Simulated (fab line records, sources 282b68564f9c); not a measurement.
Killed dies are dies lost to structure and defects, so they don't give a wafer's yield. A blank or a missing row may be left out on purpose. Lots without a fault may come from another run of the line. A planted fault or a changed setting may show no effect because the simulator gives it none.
fab line records | flow rit_cmos
record lots=5 wafers=15 last_day=7
route steps=202 shown M1@194
lots that met no fault: from a run of the same line without faults
start_h: hours from the record's first day to the start of the lot's first wafer shown | wait_h: hours since the lot's step before | " the same as in the row above | L1.1+2: a row that stands for several wafers | - no value, or no start given | * or withheld: withheld | < > ~ a bound
route shown NAME@n: a module of which the file shows steps, and the number in the route of the first | usual: mean/standard deviation of fault-free wafers | same: alike in all rows | chamber/n: place in a boat | sites: the reading at each site | _std_site: their standard deviation | _edge_site: outer sites' mean less inner sites' | radius_mm: how far each site lies from the wafer's centre | mask NAME#n: copy n | behind: the tool/chamber that last shaped the wafer | hold: why the lot was held/for how many hours/how that ended | device: the transistor (n, p or np) that didn't switch | end of line: the same wafers' tests at the end of the route | a step without rows: its recipe alone | killed: dies lost to structure and defects at the first sort, not the wafer's yield | map: a wafer's dies, x killed, . not, _ none there
set.NAME: the setting as run; set.NAME@STEP: as run at that earlier step | model.NAME: the simulator's own value behind a step, which no gauge read
lots at some steps of the route; a table a step, a row a wafer
services: from which hour (start_h, from the record's first day; less than 0 if before it) a tool's chamber was out of use, for how many hours, and why
## steps
# step RIT_M1_OVL_MEAS_10
# usual M1_OVL=0.1/1.1
# columns lot.wafer tool chamber start_h wait_h M1_OVL[nm]
L074.1 overlay-01 - 55.11 0.1 -0.3
L074.2 " - " " -1.9
L074.6 " - " " -0.3
L076.1 overlay-01 - 68.37 0.1 0.5
L076.2 " - " " 3.0
L076.4 " - " " 0.2
L077.1 overlay-02 - 72.95 0.1 2.2
L077.4 " - " " 1.3
L077.6 " - " " 2.1
L091.2 overlay-02 - 139.98 0.1 -0.9
L091.4 " - " " -0.9
L091.6 " - " " -0.2
L094.2 overlay-02 - 157.15 0.1 -0.1
L094.4 " - " " -1.1
L094.6 " - " " 0.2
# step RIT_M1_HARDBAKE_11
# recipe resist=NOVOLAK temp_c=140 time_s=120
# columns lot.wafer tool chamber start_h wait_h
L074.1+2+6 litho_track-02 0 55.14 0.0
L076.1+2+4 litho_track-03 0 68.40 0.0
L077.1+4+6 litho_track-03 0 72.99 0.0
L091.2+4+6 litho_track-02 0 140.05 0.1
L094.2+4+6 litho_track-02 0 157.23 0.1
# step RIT_M1_METAL_ETCH_12
# recipe stop_on=SiO2 chemistry=Cl2/BCl3 target=Al time_s=165 over_etch_frac=0.5 pressure_mtorr=100 target_depth_a=6000 rf_w=250 Cl2_flow_sccm=60 bcl3_flow_sccm=50
# usual bcl3_flow_sccm=50.00/0.14 drypump_motor_current_A=5.97/0.21 oes_product_au=0.776/0.013 throttle_valve_pct=8.26/0.088
# columns lot.wafer tool chamber start_h wait_h bcl3_flow_sccm drypump_motor_current_A oes_product_au rf_hours_counter_h throttle_valve_pct
L074.1 rie_metal-03 1 55.39 0.2 49.99 6.02 0.777 2 8.27
L074.2 " 0 " " 50.02 5.85 0.795 3 8.08
L074.6 " 0 " " 50.23 5.85 0.787 - 8.08
L076.1 rie_metal-01 1 68.65 0.2 50.08 5.56 0.774 4 8.37
L076.2 " 0 " " 49.99 6.03 0.757 4 8.26
L076.4 " 0 " " 49.91 6.05 0.761 - 8.28
L077.1 rie_metal-02 1 73.24 0.2 49.82 6.12 0.762 36 8.32
L077.4 " 1 " " 50.01 6.12 0.765 - 8.32
L077.6 " 0 " " 49.94 6.18 0.770 - 8.26
L091.2 rie_metal-01 0 140.26 0.2 49.93 6.02 0.763 5 8.28
L091.4 " 0 " " 49.92 6.03 0.769 - 8.24
L091.6 " 1 " " 49.95 5.56 0.773 - 8.37
L094.2 rie_metal-02 1 157.44 0.2 49.92 6.12 0.787 0 8.32
L094.4 " 1 " " 49.73 6.14 0.778 - 8.30
L094.6 " 0 " " 49.77 6.20 0.805 - 8.24
# step RIT_M1_STRIP_13
# recipe chemistry=nmp resist=NOVOLAK temp_c=80 time_s=600 dry=n2_spin
# columns lot.wafer tool chamber start_h wait_h
L074.1+2+6 wet_bench-03 1 55.56 0.1
L076.1+2+4 wet_bench-04 1 68.82 0.1
L077.1+4+6 wet_bench-03 1 73.40 0.1
L091.2+4+6 wet_bench-03 1 140.42 0.1
L094.2+4+6 wet_bench-03 0 157.60 0.1
# step RIT_M1_STRIP_14
# recipe chemistry=O2 time_s=180 platen_temp_c=withheld power_w=500 pressure_mtorr=4000 o2_flow_sccm=4000
# usual drypump_motor_current_A=6.0/0.71
# columns lot.wafer tool chamber start_h wait_h drypump_motor_current_A rf_hours_counter_h
L074.1 plasma_asher-04 0 55.73 0.0 5.9 27
L074.2 " 1 " " 6.6 27
L074.6 " 0 " " 5.9 -
L076.1 plasma_asher-02 0 68.99 0.0 6.8 39
L076.2 " 1 " " 4.9 39
L076.4 " 1 " " 4.9 -
L077.1 plasma_asher-03 1 73.58 0.0 5.8 46
L077.4 " 1 " " 5.8 -
L077.6 " 1 " " 5.8 -
L091.2 plasma_asher-04 1 140.59 0.0 6.6 35
L091.4 " 1 " " 6.6 -
L091.6 " 1 " " 6.6 -
L094.2 plasma_asher-03 0 157.80 0.0 6.3 4
L094.4 " 1 " " 5.8 -
L094.6 " 0 " " 6.4 -
# step RIT_M1_CD_MEAS_90
# recipe target_cd_nm=2600
# usual cd_nm=2600.1/2.6
# columns lot.wafer tool chamber start_h wait_h cd_nm
L074.1 cd_sem-01 - 55.91 0.1 2603.3
L074.2 " - " " 2601.1
L074.6 " - " " 2600.9
L076.1 cd_sem-01 - 69.17 0.1 2602.3
L076.2 " - " " 2599.6
L076.4 " - " " 2603.2
L077.1 cd_sem-01 - 73.75 0.1 2601.9
L077.4 " - " " 2601.7
L077.6 " - " " 2598.2
L091.2 cd_sem-02 - 140.79 0.1 2598.8
L091.4 " - " " 2598.9
L091.6 " - " " 2597.7
L094.2 cd_sem-02 - 157.99 0.1 2600.9
L094.4 " - " " 2602.8
L094.6 " - " " 2600.9
# step RIT_M1_ANNEAL_15
# recipe temp_c=450 time_s=1800 ambient=forming_gas_H2N2
# columns lot.wafer tool chamber start_h wait_h
L074.1+2+6 - - 57.20 1.3
L076.1+2+4 - - 69.75 0.6
L077.1+4+6 - - 73.87 0.1
L091.2+4+6 - - 141.06 0.2
L094.2+4+6 - - 158.44 0.4
# step RIT_M1_BOW_MEAS_16
# recipe mode=bow
# usual M1_BOW=17/6.2
# columns lot.wafer tool chamber start_h wait_h M1_BOW[um]
L074.1 film_metro-01 - 58.70 0.0 27
L074.2 " - " " 21
L074.6 " - " " 16
L076.1 film_metro-02 - 71.25 0.0 16
L076.2 " - " " 19
L076.4 " - " " 21
L077.1 film_metro-01 - 75.37 0.0 17
L077.4 " - " " 18
L077.6 " - " " 5
L091.2 film_metro-01 - 142.58 0.0 12
L091.4 " - " " 21
L091.6 " - " " 20
L094.2 film_metro-01 - 159.96 0.0 22
L094.4 " - " " 8
L094.6 " - " " 20
# step RIT_M1_PROBE_99
# usual defect_limited_yield=97.5/1.1 killed_at_contacts=0.1/0.28 killed_at_front_end=6.5/3 killed_dies=7/3 killed_open=3.2/2 killed_short=3.2/1.9 sort_bin_3_pad_short=0.1/0.2 sort_bin_5_function=1.4/0.81 sort_bin_6_memory=1.0/0.67 sort_n_pass=257/3 sort_yield_pct=97.5/1.1
# same gross_dies=264 killed_at_M0_to_M3=0 killed_at_M4_up=0 killed_at_back_side=0 killed_at_other=0
# columns lot.wafer tool chamber start_h wait_h defect_limited_yield[%] killed_at_contacts killed_at_front_end killed_dies killed_open killed_short sort_bin_3_pad_short[%] sort_bin_5_function[%] sort_bin_6_memory[%] sort_n_pass sort_yield_pct[%]
L076.1 prober-01 - 71.37 0.1 98.9 0 3 3 2 1 0 0.4 0.8 261 98.9
L076.2 prober-01 - 71.42 0.1 97.7 0 6 6 2 4 0 1.5 0.8 258 97.7
L076.4 prober-01 - 71.52 0.2 95.8 0 11 11 6 5 0.8 0.8 2.7 253 95.8
L077.1 prober-02 - 75.49 0.1 98.5 0 4 4 1 3 0 1.1 0.4 260 98.5
L077.4 prober-02 - 75.64 0.2 98.9 0 3 3 2 1 0 0.4 0.8 261 98.9
L077.6 prober-02 - 75.74 0.2 97.3 0 7 7 3 4 0 1.9 0.8 257 97.3
L091.2 prober-02 - 142.73 0.1 97.0 0 8 8 5 3 0.4 1.9 0.8 256 97.0
L091.4 prober-02 - 142.83 0.2 98.1 0 5 5 2 3 0.4 1.5 0 259 98.1
L091.6 prober-02 - 142.93 0.2 97.0 0 8 8 5 3 0 2.3 0.8 256 97.0
L094.2 prober-01 - 160.11 0.1 98.9 0 3 3 0 3 0 0.8 0.4 261 98.9
L094.4 prober-01 - 160.21 0.2 98.1 1 4 5 0 5 0 1.1 0.8 259 98.1
L094.6 prober-01 - 160.31 0.2 96.2 0 10 10 7 3 0 2.7 1.1 254 96.2
# killed by level:class
L076.1 FOX1:geometric_particle:short=1 GATE:geometric_particle:open=1 REOX:geometric_particle:open=1
L076.2 FOX1:geometric_particle:open=1 FOX2:geometric_particle:short=1 GATE:geometric_particle:short=1 REOX:geometric_particle:open=1 REOX:geometric_particle:short=1 SPACER:geometric_particle:short=1
L076.4 GATE:geometric_particle:short=2 REOX:geometric_particle:open=2 FOX1:geometric_particle:short=1 FOX1:geometric_particle:open=1 GATE:geometric_particle:open=1 REOX:geometric_particle:short=1 SPACER:geometric_particle:open=1 SILICIDE:geometric_particle:short=1
L077.1 GATE:geometric_particle:short=2 GATE:geometric_particle:open=1 REOX:geometric_particle:short=1
L077.4 GATE:geometric_particle:short=1 GATE:geometric_particle:open=1 SILICIDE:geometric_particle:open=1
L077.6 ACTIVE:geometric_particle:open=1 FOX1:geometric_particle:short=1 FOX1:geometric_particle:open=1 GATE:geometric_particle:short=1 REOX:geometric_particle:open=1 REOX:geometric_particle:short=1 SILICIDE:geometric_particle:short=1
L091.2 FOX1:geometric_particle:open=4 FOX1:geometric_particle:short=1 GATE:geometric_particle:open=1 REOX:geometric_particle:short=1 SILICIDE:geometric_particle:short=1
L091.4 FOX1:geometric_particle:short=1 FOX1:geometric_particle:open=1 GATE:geometric_particle:short=1 GATE:geometric_particle:open=1 REOX:geometric_particle:short=1
L091.6 FOX1:geometric_particle:short=3 FOX1:geometric_particle:open=2 GATE:geometric_particle:open=1 REOX:geometric_particle:open=1 SPACER:geometric_particle:open=1
L094.2 REOX:geometric_particle:short=2 FOX1:geometric_particle:short=1
L094.4 GATE:geometric_particle:short=2 FOX1:geometric_particle:short=1 SPACER:geometric_particle:short=1 CONTACT:geometric_particle:short=1
L094.6 GATE:geometric_particle:open=3 FOX1:geometric_particle:open=2 GATE:geometric_particle:short=2 SPACER:geometric_particle:open=2 SPACER:geometric_particle:short=1
## services
# columns tool chamber start_h hours kind
plasma_asher-02 - 50.39 3.1 repair
rie_metal-02 - 53.90 2.8 pm
rie_metal-03 - 71.56 2.8 pm
rie_metal-01 - 76.26 2.8 pm
plasma_asher-04 - 78.37 17.6 repair
rie_metal-02 - 91.53 0.3 repair
rie_metal-01 1 101.72 7.3 repair
plasma_asher-03 - 108.75 9.0 pm
plasma_asher-03 0 108.75 9.0 vent_cycle
plasma_asher-03 1 108.75 9.0 vent_cycle
plasma_asher-02 - 111.69 0.8 repair
rie_metal-01 1 115.87 1.9 repair
plasma_asher-03 0 117.75 - clean
plasma_asher-03 1 117.75 - clean
rie_metal-02 - 136.12 20.0 pm
rie_metal-02 0 136.12 20.0 vent_cycle
rie_metal-02 1 136.12 20.0 vent_cycle
rie_metal-02 1 140.24 13.1 repair
rie_metal-02 0 156.12 - clean
rie_metal-02 1 156.12 - clean
wet_bench-04 - 156.92 2.9 repair
furnace-03 - 158.05 5.4 pm
## key
fault none
